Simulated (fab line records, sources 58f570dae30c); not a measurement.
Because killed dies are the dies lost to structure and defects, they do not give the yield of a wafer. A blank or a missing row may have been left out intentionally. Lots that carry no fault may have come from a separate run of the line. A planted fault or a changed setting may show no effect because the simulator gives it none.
Matching of chambers | flow berkeley_cmos170 | cmp-01 running UCB170_V2_CMP_02: 4 sister chambers
The step polishes SiO2. 4 wafers are shown with their chamber, then 9 later ones without.

== WAFERS, EACH WITH ITS CHAMBER ==
wafer  | chamber | motor_current_A (A)
L274.2 | 3       | 14.9
L284.1 | 2       | 17.3
L284.3 | 0       | 15.8
L284.4 | 1       | 17.7

== WAFERS MISSING THEIR CHAMBER ==
wafer  | motor_current_A (A)
L286.3 | 13.9
L286.4 | 17.8
L286.6 | 15.6
L291.3 | 17.3
L291.4 | 17.1
L291.6 | 17.2
L295.3 | 15.0
L295.4 | 16.2
L295.6 | 16.6

== EACH ONE'S CHAMBER ==
wafer  | from the rows above          | in truth
L286.3 | 3                            | 3
L286.4 | can't be placed: 1 or 2      | 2
L286.6 | can't be placed: 0 or 3      | 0
L291.3 | can't be placed: 2 or 1      | 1
L291.4 | can't be placed: 2 or 1      | 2
L291.6 | can't be placed: 2 or 1      | 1
L295.3 | can't be placed: 3 or 0      | 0
L295.4 | can't be placed: 0 or 2      | 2
L295.6 | can't be placed: 2 or 0 or 1 | 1
Placed correctly: 1 of 9. From these rows, 8 cannot be placed; in 8 the true chamber is one of the candidates. Number placed wrongly: 0.
How it was worked out, from the rows above alone: a wafer's distance from a chamber is the root of the sum, over the readings, of the square of ((its reading less the chamber's mean) divided by the reading's scatter). If the next closest chamber is less than 2 further off than the closest, the wafer can't be placed; otherwise it belongs to the closest. A chamber's mean is the mean of its shown wafers. The scatter (one wafer shown for each chamber): square how far every hidden wafer sits from the nearest shown wafer, average those squares and take the square root.
